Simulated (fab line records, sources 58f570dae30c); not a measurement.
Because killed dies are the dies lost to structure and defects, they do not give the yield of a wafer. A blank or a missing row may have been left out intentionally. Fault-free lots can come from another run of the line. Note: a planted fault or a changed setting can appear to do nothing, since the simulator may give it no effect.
Matching of chambers | flow berkeley cmos170 | UCB170_V2_CMP_02 on cmp-02 has 4 sister chambers
The step polishes SiO2. 16 wafers are shown with their chamber, then 8 later ones without.

## WAFERS PAIRED WITH THEIR CHAMBERS
wafer  | chamber | motor current A (A) | slurry flow ml min | head pressure psi (psi)
L569.2 | 2       | 13.6                | 150.3              | 5.984
L569.3 | 1       | 16.3                | 149.4              | 5.999
L569.4 | 3       | 17.1                | 149.9              | 5.988
L571.2 | 2       | 13.6                | 150.9              | 5.996
L571.3 | 1       | 16.9                | 149.9              | 6.003
L571.6 | 2       | 13.0                | 150.3              | 5.989
L570.2 | 3       | 17.6                | 149.8              | 5.991
L570.4 | 2       | 13.7                | 150.4              | 5.986
L570.6 | 3       | 16.7                | 149.4              | 6.021
L572.2 | 1       | 16.6                | 149.6              | 6.013
L572.4 | 0       | 19.5                | 150.6              | 6.013
L572.5 | 0       | 18.6                | 150.7              | 5.994
L580.1 | 1       | 14.8                | 150.1              | 6.012
L580.3 | 2       | 13.0                | 149.7              | 6.022
L580.6 | 1       | 16.7                | 149.6              | 6.009
L582.2 | 1       | 16.7                | 149.9              | 6.012

SIGNATURES (means of the wafers above)
reading            | chamber 0 | chamber 1 | chamber 2 | chamber 3 | scatter within a chamber
motor current A    | 19.050    | 16.333    | 13.380    | 17.133    | 0.6
slurry flow ml min | 150.650   | 149.750   | 150.320   | 149.700   | 0.317
head pressure psi  | 6.00350   | 6.00800   | 5.99540   | 6.00000   | 0.0128
Rule: a wafer's distance from a chamber is the root of the sum, over the readings, of the square of ((its reading less the chamber's mean) divided by the reading's scatter). The wafer belongs to the nearest chamber; if the next one is less than 2 further off, it can't be placed. The scatter: the root of (the sum of the squares of (reading less its chamber's mean) over the shown wafers, divided by (wafers less chambers)).

## WAFERS WITHOUT THEIR CHAMBER
wafer  | motor current A (A) | slurry flow ml min | head pressure psi (psi)
L582.4 | 12.9                | 150.8              | 6.017
L582.5 | 17.0                | 149.9              | 5.989
L583.1 | 17.3                | 149.7              | 6.011
L583.4 | 19.7                | 149.5              | 5.988
L583.5 | 19.7                | 149.0              | 5.995
L584.2 | 19.4                | 150.4              | 6.013
L584.4 | 13.9                | 149.9              | 6.008
L584.5 | 13.3                | 150.5              | 6.007

## THE CHAMBER EACH PASSED THROUGH
wafer  | from the rows above          | in truth
L582.4 | 2                            | 2
L582.5 | can't be placed: 3 or 1      | 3
L583.1 | can't be placed: 3 or 1      | 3
L583.4 | can't be placed: 0 or 3 or 1 | 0
L583.5 | can't be placed: 3 or 0 or 1 | 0
L584.2 | 0                            | 0
L584.4 | 2                            | 2
L584.5 | 2                            | 2
Correctly placed: 4 of 8. Not placeable from these rows: 4 (in 4, the candidates include the true chamber). Wrongly placed: 0.
